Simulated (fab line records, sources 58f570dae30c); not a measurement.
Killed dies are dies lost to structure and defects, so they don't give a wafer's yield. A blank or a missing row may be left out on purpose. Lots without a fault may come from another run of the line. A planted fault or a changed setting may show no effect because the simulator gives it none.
A struck lot beside a sound one | flow berkeley_cmos170 | 15 steps out of a route of 331
Sound: wafers L467.1, L467.2, L467.4. Struck: wafers L465.2, L465.5, L465.6. The cause comes at the end.
At each step with rows: each side's tool, then ch and its chambers, then its first start. Under that, the readings that differ: sound wafers | struck wafers | difference of the means | sigmas: that difference in standard deviations of wafers without a fault.
alike: readings whose means differ by less than 2 such deviations, and words and numbers that are the same on both sides. not compared: withheld readings, readings that some wafer has no value for, bounds like >300 that may hide the same value, and numbers for which the record gives no deviation and whose values overlap.
The two part at a step that has a row with sigmas, a row that says differs or no value, or rows on one side only. Numbers that don't overlap but have no deviation are shown without sigmas and don't part them. A reading that every wafer of one side lacks parts them only if that side has two wafers or more.

UCB170_SACOX_THK_MEAS_02:
  sound on film_metro-01, day 11 01:52; struck on film_metro-01, day 10 11:14
  alike: SACOX_OXIDE_THK
then, 2 steps without rows for these wafers: UCB170_SCREENOX_WET_ETCH_00 (etches SiO2 in dHF, time 200 s); UCB170_SCREENOX_OXIDATION_01 (target thk 14.4 nm, ox time 2400 s).
UCB170_SCREENOX_THK_MEAS_02:
  sound on film_metro-02, day 11 06:58; struck on film_metro-04, day 10 17:13
  alike: SCREENOX_OXIDE_THK
then, 7 steps without rows for these wafers: UCB170_SCREENOX_ANNEAL_03 (time 900 s); UCB170_NVT_HMDS_00 (prime time 60 s); UCB170_NVT_COAT_01 (resist thk 909.7 nm); UCB170_NVT_SOFTBAKE_02 (time 60 s); UCB170_NVT_EXPOSE_03 (exposes mask PWELL, target cd 3000 nm); UCB170_NVT_PEB_04; UCB170_NVT_DEVELOP_05 (develop time 45 s).
UCB170_NVT_OVL_MEAS_06:
  sound on overlay-02, day 11 14:02; struck on overlay-02, day 11 00:13
  alike: NVT_OVL
UCB170_NVT_IMPLANT_07:
  sound on implanter-02 ch 0, day 11 14:05; struck on implanter-04 ch 0, day 11 00:17
  reading            | sound                     | struck                        | difference | sigmas
  dose_ions_cm2      | 3.001e+12 3e+12 2.998e+12 | 2.849e+12 2.847e+12 2.847e+12 | -1.520e+11 | -40
  faraday_current_uA | 9.57 9.51 9.81            | 8.93 9.16 9.04                | -0.59      | -3
UCB170_NVT_STRIP_08: strips in O2.
  sound on plasma_asher-03 ch 0,1, day 11 14:14; struck on plasma_asher-04 ch 0,1, day 11 00:24
  alike: drypump_motor_current_A, oes_product_au, strip_time_to_endpoint_s
  not compared: rf_hours_counter_h
-- the record jumps here: 3 days lie between the struck wafers' starts before and after (it left off in module NVT and takes up again in module M3, whose first step shown is number 331 of the route) --
UCB170_M3_PROBE_99:
  sound on prober-01, day 14 00:34; struck on prober-02, day 13 12:26
  reading                                   | sound                | struck               | difference | sigmas
  model.etest.nmos_0p35.off_log10_a_um      | -11.14 -11.12 -11.08 | -10.99 -10.8 -10.68  | +0.29      |
  model.etest.ring.quiet_log10_a (angstrom) | -8.839 -8.871 -8.852 | -8.692 -8.639 -8.58  | +0.217     |
  model.etest.cap_n_gate.c_min_ff_um2       | 1.223 1.226 1.22     | 1.203 1.213 1.205    | -0.016     |
  model.etest.nmos_0p35.vt_sat_v (V)        | 0.3608 0.3558 0.3518 | 0.3353 0.3269 0.3283 | -0.0260    |
  model.etest.nmos_0p6.vt_sat_v (V)         | 0.435 0.4328 0.432   | 0.4094 0.4086 0.4157 | -0.0220    |
  model.etest.nmos_0p35.vt_v (V)            | 0.4227 0.4148 0.4142 | 0.3995 0.3905 0.3918 | -0.0233    |
  model.etest.nmos_0p6.vt_v (V)             | 0.4562 0.454 0.4547  | 0.4315 0.4293 0.4373 | -0.0223    |
  model.etest.nmos_0p35.vt_long_v (V)       | 0.5192 0.5152 0.5182 | 0.496 0.4926 0.4969  | -0.022     |

WHERE THEY PART
Only at UCB170_NVT_IMPLANT_07, within this record. Later steps at which nothing parts them and some readings are alike: UCB170_NVT_STRIP_08.

WHY: what the simulator had put in
Process parameter drift: implanter-04, from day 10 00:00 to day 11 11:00, at UCB170_NVT_IMPLANT_07. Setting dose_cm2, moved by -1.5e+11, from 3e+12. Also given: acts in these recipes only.
